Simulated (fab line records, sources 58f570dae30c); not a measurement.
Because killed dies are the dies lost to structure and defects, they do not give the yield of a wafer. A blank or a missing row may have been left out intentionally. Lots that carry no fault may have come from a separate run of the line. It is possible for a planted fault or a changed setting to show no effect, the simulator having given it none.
Which of the tools did it?    flow berkeley cmos170    15 lots with 45 wafers sampled at 2 steps, on a route of 331 steps

WHAT EACH GAUGE READ, for each wafer
UCB170_NVT_TW_MEAS_09.
lot   measured      on             NVT_TW
L602  day 6 01:25   film metro-02  652 654 656
L605  day 6 19:20   film metro-02  529 528 528
L610  day 7 21:44   film metro-01  658 661 660
L608  day 7 21:51   film metro-01  528 531 532
L612  day 8 04:11   film metro-02  528 527 529
L613  day 8 04:48   film metro-01  660 662 654
L614  day 8 04:44   film metro-02  527 527 527
L616  day 9 01:47   film metro-01  528 528 527
L620  day 9 13:13   film metro-01  526 529 526
L618  day 9 13:35   film metro-03  516 514 513
L621  day 10 09:46  film metro-01  532 532 530
L622  day 10 09:54  film metro-03  516 517 516
L625  day 10 13:53  film metro-03  513 516 514
L624  day 10 14:06  film metro-02  530 529 534
L623  day 10 14:13  film metro-01  533 534 533

EACH LOT AND THE TOOL THAT RAN IT (in order: tool; ch and the chambers of the sampled wafers; start)
lot   UCB170_NVT_IMPLANT_07
L602  implanter-02 ch 0, day 6 00:51
L605  implanter-02 ch 0, day 6 19:07
L610  implanter-04 ch 0, day 7 21:13
L608  implanter-04 ch 0, day 7 21:36
L612  implanter-02 ch 0, day 8 03:56
L613  implanter-03 ch 0, day 8 04:16
L614  implanter-02 ch 0, day 8 04:32
L616  implanter-04 ch 0, day 9 01:34
L620  implanter-02 ch 0, day 9 12:58
L618  implanter-04 ch 0, day 9 13:20
L621  implanter-02 ch 0, day 10 09:31
L622  implanter-03 ch 0, day 10 09:39
L625  implanter-04 ch 0, day 10 13:41
L624  implanter-03 ch 0, day 10 13:51
L623  implanter-02 ch 0, day 10 13:58
- UCB170_NVT_IMPLANT_07

AS READ BY THE TOOLS THEMSELVES (means over the sampled wafers that have a number; for cases with no such wafer, the mark the record gives instead)
The record holds no such reading with a usual standard deviation.

THE ANSWER, worked out from the rows above alone
Rule: the usual values come from the lots themselves. The widest of any qualifying gaps counts: lots, ordered by their means at a reading, are off when they make up no more than a third of the lots, leave a main group of 4 or more, and stand apart from it by 3 or more times the standard deviation of that group's means. A main group is skipped when, at the precision printed for the reading in the tables above, its means are all equal. A lot without any number at a reading at which 4 lots or more have one is off too. All remaining lots with rows at the step are treated as sound. Order of review: gauges by route order, followed by the tools' own readings, for which a lot's mean as printed above is used. At the first step where some lot is off, the reading lying furthest off is the one used; lots without a number count as furthest.
Off: at UCB170_NVT_TW_MEAS_09 (NVT_TW), L602, L610, L613. The main group: mean 526, standard deviation 6.5.
A tool fits if, at a process step before that reading, it ran every lot that is off, and no sound lot after the first of them. The gauges at UCB170_NVT_TW_MEAS_09 are tried like those tools. Of those tried, none fits.

WHAT THE SIMULATOR HAD PUT IN
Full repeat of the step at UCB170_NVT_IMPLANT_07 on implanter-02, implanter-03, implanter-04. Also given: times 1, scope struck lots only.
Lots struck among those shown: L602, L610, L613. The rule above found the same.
